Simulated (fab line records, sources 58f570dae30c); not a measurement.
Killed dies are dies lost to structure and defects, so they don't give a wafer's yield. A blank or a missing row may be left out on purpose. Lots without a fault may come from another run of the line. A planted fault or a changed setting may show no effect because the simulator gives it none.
fab line records | flow berkeley_cmos170 | part 2 of 2: steps 24 to 32 of 32
record lots=5 wafers=15 last_day=12
route steps=331 shown M2@286 V2@292 M3@309
lots that met no fault: from a run of the same line without faults
start_h: hours from the record's first day to the start of the lot's first wafer shown | wait_h: hours since the lot's step before | " the same as in the row above | L1.1+2: a row that stands for several wafers | - no value, or no start given | * or withheld: withheld | < > ~ a bound
route shown NAME@n: a module of which the file shows steps, and the number in the route of the first | usual: mean/standard deviation of fault-free wafers | same: alike in all rows | chamber/n: place in a boat | sites: the reading at each site | _std_site: their standard deviation | _edge_site: outer sites' mean less inner sites' | radius_mm: how far each site lies from the wafer's centre | mask NAME#n: copy n | behind: the tool/chamber that last shaped the wafer | hold: why the lot was held/for how many hours/how that ended | device: the transistor (n, p or np) that didn't switch | end of line: the same wafers' tests at the end of the route | a step without rows: its recipe alone | killed: dies lost to structure and defects at the first sort, not the wafer's yield | map: a wafer's dies, x killed, . not, _ none there
set.NAME: the setting as run; set.NAME@STEP: as run at that earlier step | model.NAME: the simulator's own value behind a step, which no gauge read
lots at some steps of the route; a table a step, a row a wafer
services: from which hour (start_h, from the record's first day; less than 0 if before it) a tool's chamber was out of use, for how many hours, and why
## steps
# step UCB170_M3_PRE_CLEAN_00
# recipe gas=Ar preclean_etch_time_s=60
# columns lot.wafer tool chamber start_h wait_h
L074.1+4+6 pvd_sputter-04 - 184.82 0.1
L082.2+4+6 pvd_sputter-01 - 215.53 0.1
L088.2+3+6 pvd_sputter-04 - 256.05 0.1
L089.3+4+5 pvd_sputter-03 - 276.47 0.1
L092.2+4+5 pvd_sputter-03 - 293.75 0.1
# step UCB170_M3_SPUTTER_01
# recipe material=Al target_thk_nm=900 time_s=120 power_w=5921 chamber_pressure_pa=0.5
# usual throttle_valve_pct=29.7/1
# columns lot.wafer tool chamber start_h wait_h throttle_valve_pct
L074.1 pvd_sputter-04 - 184.89 0.0 31.1
L074.4 " - " " 30.4
L074.6 " - " " 30.0
L082.2 pvd_sputter-01 - 215.60 0.0 29.8
L082.4 " - " " 30.5
L082.6 " - " " 30.5
L088.2 pvd_sputter-04 - 256.12 0.0 30.8
L088.3 " - " " 30.4
L088.6 " - " " 30.1
L089.3 pvd_sputter-03 - 276.53 0.0 29.7
L089.4 " - " " 30.7
L089.5 " - " " 30.7
L092.2 pvd_sputter-03 - 293.82 0.0 29.6
L092.4 " - " " 29.0
L092.5 " - " " 28.7
# step UCB170_M3_RS_MEAS_02
# recipe thk_meas_gauge=four-point-probe reads=Al_of_M3_SPUTTER_01
# usual M3_AL_RS=0.03265/0.00029
# columns lot.wafer tool chamber start_h wait_h M3_AL_RS[ohm/sq]
L074.1 film_metro-04 - 184.97 0.0 0.03252
L074.4 " - " " 0.03235
L074.6 " - " " 0.03268
L082.2 film_metro-04 - 215.70 0.1 0.03271
L082.4 " - " " 0.03268
L082.6 " - " " 0.03291
L088.2 film_metro-01 - 256.22 0.1 0.03282
L088.3 " - " " 0.03273
L088.6 " - " " 0.03298
L089.3 film_metro-02 - 276.67 0.1 0.03284
L089.4 " - " " 0.03279
L089.5 " - " " 0.03262
L092.2 film_metro-01 - 293.92 0.1 0.03312
L092.4 " - " " 0.03283
L092.5 " - " " 0.03325
# step UCB170_M3_THK_MEAS_03
# recipe thk_meas_gauge=xrf reads=Al_of_M3_SPUTTER_01
# usual M3_AL_THK=888/9.5
# columns lot.wafer tool chamber start_h wait_h M3_AL_THK[nm]
L074.1 film_metro-04 - 185.09 0.1 899
L074.4 " - " " 901
L074.6 " - " " 894
L082.2 film_metro-04 - 215.81 0.1 888
L082.4 " - " " 891
L082.6 " - " " 886
L088.2 film_metro-01 - 256.33 0.1 888
L088.3 " - " " 884
L088.6 " - " " 885
L089.3 film_metro-02 - 276.77 0.1 885
L089.4 " - " " 888
L089.5 " - " " 892
L092.2 film_metro-01 - 294.03 0.1 883
L092.4 " - " " 888
L092.5 " - " " 876
# step UCB170_M3_HMDS_04
# recipe prime_time_s=60 prime_temp_c=100
# usual resist_line_temp_C=23.01/0.1
# columns lot.wafer tool chamber start_h wait_h resist_line_temp_C
L074.1 litho_track-04 0 185.40 0.3 23.05
L074.4 " 0 " " 23.11
L074.6 " 0 " " 23.00
L082.2 litho_track-01 0 215.89 0.1 23.13
L082.4 " 0 " " 22.98
L082.6 " 0 " " 22.91
L088.2 litho_track-02 0 256.44 0.1 23.17
L088.3 " 0 " " 23.14
L088.6 " 0 " " 23.11
L089.3 litho_track-04 0 276.86 0.1 23.11
L089.4 " 0 " " 23.08
L089.5 " 0 " " 23.22
L092.2 litho_track-01 0 294.11 0.1 23.04
L092.4 " 0 " " 23.03
L092.5 " 0 " " 23.08
# step UCB170_M3_COAT_05
# recipe resist=KrF spin_rpm=1500 resist_thk_nm=900
# usual resist_line_temp_C=23.02/0.097 spin_speed_rpm=1500.0/1.1
# columns lot.wafer tool chamber start_h wait_h resist_line_temp_C spin_speed_rpm
L074.1 litho_track-04 0 185.55 0.1 22.94 1500.3
L074.4 " 0 " " 22.83 1500.0
L074.6 " 0 " " 23.07 1501.6
L082.2 litho_track-01 0 216.04 0.1 23.12 1498.2
L082.4 " 0 " " 23.10 1501.5
L082.6 " 0 " " 23.21 1501.0
L088.2 litho_track-02 0 256.59 0.1 22.98 1499.8
L088.3 " 0 " " 23.08 1500.0
L088.6 " 0 " " 23.22 1499.4
L089.3 litho_track-04 0 277.01 0.1 23.04 1500.7
L089.4 " 0 " " 23.09 1501.2
L089.5 " 0 " " 22.89 1499.9
L092.2 litho_track-01 0 294.26 0.1 22.95 1500.1
L092.4 " 0 " " 23.02 1498.0
L092.5 " 0 " " 22.90 1499.3
# step UCB170_M3_SOFTBAKE_06
# recipe resist=KrF temp_c=130 time_s=60
# usual resist_line_temp_C=22.98/0.11
# columns lot.wafer tool chamber start_h wait_h resist_line_temp_C
L074.1 litho_track-04 0 185.70 0.1 22.97
L074.4 " 0 " " 23.08
L074.6 " 0 " " 23.00
L082.2 litho_track-01 0 216.19 0.1 22.85
L082.4 " 0 " " 22.98
L082.6 " 0 " " 23.05
L088.2 litho_track-02 0 256.74 0.1 22.96
L088.3 " 0 " " 22.98
L088.6 " 0 " " 22.98
L089.3 litho_track-04 0 277.16 0.1 23.06
L089.4 " 0 " " 23.02
L089.5 " 0 " " 23.02
L092.2 litho_track-01 0 294.41 0.1 22.90
L092.4 " 0 " " 22.94
L092.5 " 0 " " 22.91
# step UCB170_M3_STRIP_07
# recipe chemistry=O2 power_w=400 pressure_mtorr=3500 platen_temp_c=withheld o2_flow_sccm=400 overash_fraction=0.5
# usual drypump_motor_current_A=5.7/0.49 oes_product_au=0.734/0.0044 strip_time_to_endpoint_s=21.92/0.056
# columns lot.wafer tool chamber start_h wait_h drypump_motor_current_A oes_product_au rf_hours_counter_h strip_time_to_endpoint_s
L074.1 plasma_asher-02 1 185.85 0.1 5.4 0.737 41 21.98
L074.4 " 0 " " 5.2 0.741 - 21.94
L074.6 " 0 " " 5.2 0.730 - 21.88
L082.2 plasma_asher-03 1 216.31 0.1 6.4 0.733 52 21.90
L082.4 " 0 " " 5.2 0.735 - 21.97
L082.6 " 0 " " 5.2 0.737 - 21.95
L088.2 plasma_asher-03 0 256.87 0.1 5.2 0.731 57 21.96
L088.3 " 1 " " 6.4 0.736 - 21.90
L088.6 " 1 " " 6.4 0.732 - 21.90
L089.3 plasma_asher-03 1 277.29 0.1 6.4 0.745 - 21.94
L089.4 " 0 " " 5.2 0.736 - 21.92
L089.5 " 0 " " 5.2 0.734 - 21.94
L092.2 plasma_asher-02 0 294.53 0.1 5.2 0.733 53 21.98
L092.4 " 0 " " 5.2 0.740 - 21.99
L092.5 " 1 " " 5.4 0.742 - 21.96
# step UCB170_M3_STRIP_08
# recipe chemistry=DMSO temp_c=80 time_s=600 material=KrF
# usual bath_guard_temp_C=80.0/0.68
# columns lot.wafer tool chamber start_h wait_h bath_guard_temp_C
L074.1 wet_bench-01 0 185.95 0.1 80.3
L074.4 " 0 " " 79.8
L074.6 " 0 " " 79.8
L082.2 wet_bench-04 2 216.41 0.1 80.6
L082.4 " 2 " " 80.2
L082.6 " 2 " " 80.3
L088.2 wet_bench-03 2 257.12 0.2 79.8
L088.3 " 2 " " 79.6
L088.6 " 2 " " 79.5
L089.3 wet_bench-03 1 277.37 0.0 79.8
L089.4 " 1 " " 79.7
L089.5 " 1 " " 79.9
L092.2 wet_bench-03 2 296.52 2.0 79.7
L092.4 " 2 " " 79.2
L092.5 " 2 " " 79.2
## services
# columns tool chamber start_h hours kind
krf_scanner-01 - 159.04 1.3 repair
pvd_sputter-03 - 159.73 9.3 repair
plasma_asher-03 - 175.51 13.0 repair
rie_metal-04 0 179.13 19.5 repair
pvd_sputter-04 - 189.45 3.1 repair
cmp-02 - 192.56 0.5 repair
krf_scanner-02 - 194.49 0.8 pm
krf_scanner-01 - 200.16 0.8 pm
plasma_asher-01 - 205.16 2.2 repair
pecvd-04 - 214.48 2.8 repair
cmp-02 - 214.52 1.6 repair
cmp-01 - 216.42 6.9 pm
rie_metal-04 - 224.77 1.1 repair
krf_scanner-01 - 228.56 1.0 pm
cmp-01 - 230.76 1.6 repair
cmp-01 - 232.38 10.5 pm
cmp-01 - 242.88 4.0 pm
rie_diel-01 3 259.89 1.6 repair
plasma_asher-03 - 263.48 2.8 pm
krf_scanner-02 - 265.36 7.7 repair
krf_scanner-02 - 276.49 1.0 pm
pvd_sputter-04 - 286.39 8.4 repair
rie_diel-01 0 291.18 2.0 repair
rie_diel-03 3 292.71 4.0 repair
